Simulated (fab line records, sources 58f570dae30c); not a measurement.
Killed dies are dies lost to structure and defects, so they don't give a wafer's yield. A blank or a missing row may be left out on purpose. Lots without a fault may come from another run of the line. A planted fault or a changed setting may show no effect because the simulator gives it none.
Problem report in the 8D (eight disciplines) form, filled by code | flow berkeley_cmos170 | the parts of the form that need people (team, actions taken, sign-off) are left out

1. THE PROBLEM
PFIELD_OVL at UCB170_PFIELD_OVL_MEAS_06 reads a mean of 258 nm on 12 wafers of 4 lots; wafers without a fault read 0 nm with a standard deviation of 6.1. That is +42 standard deviations from the usual mean.
First seen on wafer L987.2, day 7 16:07, on overlay-02. The record holds 48 wafers of 16 lots with a number at this step. Rule for "out", or "out of limits": more than 4 standard deviations from the usual mean. The other wafers with a number count as sound.

2. WHAT IT IS AND WHAT IT IS NOT
question                    | is                     | is not
which readings at this step | PFIELD_OVL             | -
which lots                  | L986, L987, L989, L990 | L973, L974, L975, L976, L977, L978, L979, L980, L981, L982, L988, L994
which wafers of those lots  | all that have a number | -
read on which gauges        | overlay-01, overlay-02 | -
when                        | from day 7 16:07       | up to then (30 sound wafers); but 6 sound wafers of L988, L994 came after

3. SUSPECTS, AND WHAT RULES EACH OUT
Counting: a tool at a process step up to the reading stays a suspect if it ran every lot that is out and no sound lot after the first of them.
- the gauge at UCB170_PFIELD_OVL_MEAS_06: ruled out. The wafers that are out were read on 2 gauges (overlay-01, overlay-02).
- krf_scanner-01 at UCB170_PFIELD_EXPOSE_03 (exposes mask PFIELD, target cd 1500 nm): kept. It ran every lot that is out, first L987 (day 7 15:13), and no sound lot after that; its last sound lot up to then is L978 (day 5 22:38).
Left after counting: krf_scanner-01 at UCB170_PFIELD_EXPOSE_03.

4. THE CAUSE (what the simulator had put in)
Scanner matching overlay: krf_scanner-01, from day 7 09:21 on, at UCB170_PFIELD_EXPOSE_03. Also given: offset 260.
Counting left only this tool.

5. THE CHAIN OF EFFECTS, in route order
Each row: a reading whose mean over the struck wafers that have a number lies more than 3 standard deviations from the usual. Only readings for which the record gives a usual standard deviation are gone through. hours: the time from each lot's start at the first step in this table that gives one to its start at this step, as a median over the lots. sigmas: the change in usual standard deviations.
hours | step                      | reading    | usual | on struck wafers | change | sigmas
0     | UCB170_PFIELD_OVL_MEAS_06 | PFIELD_OVL | 0 nm  | 258              | +258   | +42
Later measuring or inspecting steps at which every struck wafer that the step has a row for has a number for every such reading, and none has moved that far: UCB170_SACOX_THK_MEAS_02.

6. WHAT WOULD HAVE CAUGHT IT SOONER
In this record the first reading out of limits at a measuring or inspecting step was taken at day 7 16:07, 7 hours after the fault began at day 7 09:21.
Of the lots that are out (4), L990 began UCB170_PFIELD_EXPOSE_03 on krf_scanner-01 after day 7 16:07. A hold on the tool at that time would have spared it.
